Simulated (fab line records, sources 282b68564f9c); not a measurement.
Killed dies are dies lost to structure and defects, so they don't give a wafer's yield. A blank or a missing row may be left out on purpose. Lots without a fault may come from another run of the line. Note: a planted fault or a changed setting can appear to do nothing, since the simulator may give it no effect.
One fault seen from 2 desks / flow ritCmos / only its own numbers are on each desk; what lay behind them is given at the end

## METROLOGY DESK
Means of the sampled wafers that have a number, per lot and without regard to the tool the lot ran on: this is what the gauges read. The brackets show how far a lot's mean lies from the usual mean; more than 4 standard deviations puts the lot out of limits, marked OUT.
Columns: A = SILICIDE_TI_RS at RIT_SILICIDE_RS_MEAS_02, usual 47.3 ohm/sq; B = SILICIDE_TI_THK at RIT_SILICIDE_THK_MEAS_03, usual 29.7 nm
lot=L902; first seen here=day 3 08:42; A=48.1; B=29.5
lot=L903; first seen here=day 3 15:20; A=46.6; B=30.2
lot=L904; first seen here=day 3 18:52; A=47.7; B=29.4
lot=L905; first seen here=day 4 01:30; A=46.3; B=30.1
lot=L907; first seen here=day 4 08:53; A=48.1; B=29.4
lot=L908; first seen here=day 4 11:11; A=47.6; B=29.4
lot=L913; first seen here=day 5 15:31; A=32.6 (-17) OUT; B=40.3 (+22) OUT
lot=L915; first seen here=day 6 00:34; A=32.4 (-17) OUT; B=40.1 (+22) OUT
lot=L916; first seen here=day 6 06:45; A=47.8; B=29.2
lot=L918; first seen here=day 6 17:46; A=47.6; B=29.3
lot=L920; first seen here=day 7 03:55; A=48.3; B=29.4
lot=L922; first seen here=day 8 02:20; A=47.8; B=29.2
lot=L923; first seen here=day 8 02:39; A=48.2; B=29.3
lot=L925; first seen here=day 8 12:41; A=47.7; B=29.6
Finding of this desk: L913, L915 out of limits, first seen on L913 at day 5 15:31 (SILICIDE_TI_RS at RIT_SILICIDE_RS_MEAS_02). In limits: L902, L903, L904, L905, L907, L908, L916, L918, L920, L922, L923, L925.

## THE TOOL OWNER'S DESK: pvdSputter-02
The tool's own readings at RIT_SILICIDE_SPUTTER_01 (material Ti, target thk 30 nm, time 240 s): means of the sampled wafers that have a number, for each lot that ran on this tool. The brackets show how far a lot's mean lies from the usual mean; more than 4 standard deviations puts the lot out of limits, marked OUT.
Columns: A = throttleValvePct at RIT_SILICIDE_SPUTTER_01, usual 30.1 %
lot=L903; first seen here=day 3 15:10; A=30.5
lot=L905; first seen here=day 4 01:20; A=29.2
lot=L913; first seen here=day 5 15:22; A=30.5
lot=L915; first seen here=day 6 00:25; A=29.5
Finding of this desk: none of the 4 lots has anything out of limits.

## TAKEN TOGETHER
The metrology desk could have raised an alarm at day 5 15:31, on L913, L915.
The desk of the tool owner found nothing out of limits.
Tool owner's desk: L913, L915 on record, inside its limits.
On pvdSputter-02, each named lot ran RIT_SILICIDE_SPUTTER_01.

## WHAT WAS PUT IN BY THE SIMULATOR
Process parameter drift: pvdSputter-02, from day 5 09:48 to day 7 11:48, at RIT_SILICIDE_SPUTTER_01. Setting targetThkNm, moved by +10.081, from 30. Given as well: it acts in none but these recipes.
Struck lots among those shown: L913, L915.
Delay in hours, fault start to first out-of-limits reading, per desk: metrology desk 6.
